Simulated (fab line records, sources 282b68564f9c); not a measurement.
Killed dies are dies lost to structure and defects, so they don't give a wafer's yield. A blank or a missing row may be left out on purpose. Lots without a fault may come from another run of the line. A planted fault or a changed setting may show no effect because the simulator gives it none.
A struck lot beside a sound one | flow rit_cmos | 18 steps out of a route of 202
Sound: wafers L892.4, L892.5, L892.6. Struck: wafers L904.1, L904.2, L904.3. The cause comes at the end.
At each step with rows: each side's tool, then ch and its chambers, then its first start. Under that, the readings that differ: sound wafers | struck wafers | difference of the means | sigmas: that difference in standard deviations of wafers without a fault.
alike: readings whose means differ by less than 2 such deviations, and words and numbers that are the same on both sides. not compared: withheld readings, readings that some wafer has no value for, bounds like >300 that may hide the same value, and numbers for which the record gives no deviation and whose values overlap.
The two part at a step that has a row with sigmas, a row that says differs or no value, or rows on one side only. Numbers that don't overlap but have no deviation are shown without sigmas and don't part them. A reading that every wafer of one side lacks parts them only if that side has two wafers or more.

first, 4 steps without rows for these wafers: RIT_PSD_SOFTBAKE_02 (time 60 s); RIT_PSD_EXPOSE_03 (exposes mask M10, target cd 40900 nm); RIT_PSD_PEB_04; RIT_PSD_DEVELOP_05 (develop time 50 s).
RIT_PSD_OVL_MEAS_06:
  sound on overlay-02, day 4 07:35; struck on overlay-02, day 6 18:56
  alike: PSD_OVL
then, 2 steps without rows for these wafers: RIT_PSD_HARDBAKE_07 (time 60 s); RIT_PSD_IMPLANT_08.
RIT_PSD_STRIP_09: strips in O2, time 180 s.
  sound on plasma_asher-04 ch 0,1, day 4 07:58; struck on plasma_asher-01 ch 0,1, day 6 19:17
  alike: drypump_motor_current_A
  not compared: rf_hours_counter_h
RIT_PSD_TW_MEAS_10:
  sound on film_metro-03, day 4 08:07; struck on film_metro-04, day 6 19:27
  alike: PSD_TW
then, 3 steps without rows for these wafers: RIT_SDANNEAL_CLEAN_00 (cleans in SC1, time 600 s); RIT_SDANNEAL_CLEAN_01 (cleans in dHF, time 30 s); RIT_SDANNEAL_CLEAN_02 (cleans in SC2, time 600 s).
RIT_SDANNEAL_RTA_03: time 5 s.
  sound on rtp_anneal-02 ch 0, day 4 08:33; struck on rtp_anneal-02 ch 0, day 6 19:53
  alike: wafer_temp_C_max
RIT_SDANNEAL_RS_MEAS_04: measures by four-point-probe.
  sound on film_metro-04, day 4 08:38; struck on film_metro-03, day 6 19:56
  reading         | sound             | struck            | difference | sigmas
  PSD_RS (ohm/sq) | 115.9 116.0 116.3 | 127.7 127.8 127.7 | +11.7      | +35
RIT_SDANNEAL_RS_MEAS_05: measures by four-point-probe.
  sound on film_metro-04, day 4 08:46; struck on film_metro-03, day 6 20:04
  alike: NSD_RS
RIT_SDANNEAL_RS_MEAS_06: measures by four-point-probe.
  sound on film_metro-04, day 4 08:53; struck on film_metro-03, day 6 20:11
  reading          | sound             | struck            | difference | sigmas
  PLDD_RS (ohm/sq) | 180.7 179.8 180.1 | 193.0 192.4 192.5 | +12.4      | +27
RIT_SDANNEAL_RS_MEAS_07: measures by four-point-probe.
  sound on film_metro-04, day 4 09:00; struck on film_metro-03, day 6 20:18
  alike: NLDD_RS
RIT_M1_PROBE_99:
  sound on prober-01, day 4 16:57; struck on prober-01, day 7 04:27
  reading                                           | sound                | struck               | difference | sigmas
  killed_open                                       | 2 2 2                | 5 5 8                | +4         | +2
  model.etest.pmos_turned.r_on_ohm_um               | 3345 3487 3429       | 4092 3985 4153       | +656       |
  model.etest.pmos_0p3.r_on_ohm_um                  | 6416 6431 6376       | 6903 6989 6929       | +533       |
  model.etest.pmos_0p15.r_on_ohm_um                 | 2716 2798 2777       | 3172 3156 3232       | +423       |
  model.etest.pmos_0p15.drive_ua_um_rim_less_centre | 1.21 2.864 0.8903    | -41.19 -43.56 -41.01 | -43.57     |
  model.etest.pmos_0p15.drive_ua_um_range           | 4.586 4.511 3.17     | 41.69 44.17 42.62    | +38.74     |
  model.etest.pldd.rs_ohm_sq_rim_less_centre        | -3.984 -3.253 -10.69 | 39.3 33.19 33.76     | +41.4      |
  model.etest.pldd.rs_ohm_sq_range                  | 16.77 8.643 14.45    | 44.97 35.77 35.23    | +25.37     |
  model.etest.pmos_turned.drive_ua_um               | 196.2 187.4 187.3    | 149.1 149 144.2      | -42.9      |
  alike: killed_at_contacts, killed_at_front_end, killed_dies, killed_short

WHERE THEY PART
First at RIT_SDANNEAL_RS_MEAS_04; last, within this record, at RIT_M1_PROBE_99.

WHY: what the simulator had put in
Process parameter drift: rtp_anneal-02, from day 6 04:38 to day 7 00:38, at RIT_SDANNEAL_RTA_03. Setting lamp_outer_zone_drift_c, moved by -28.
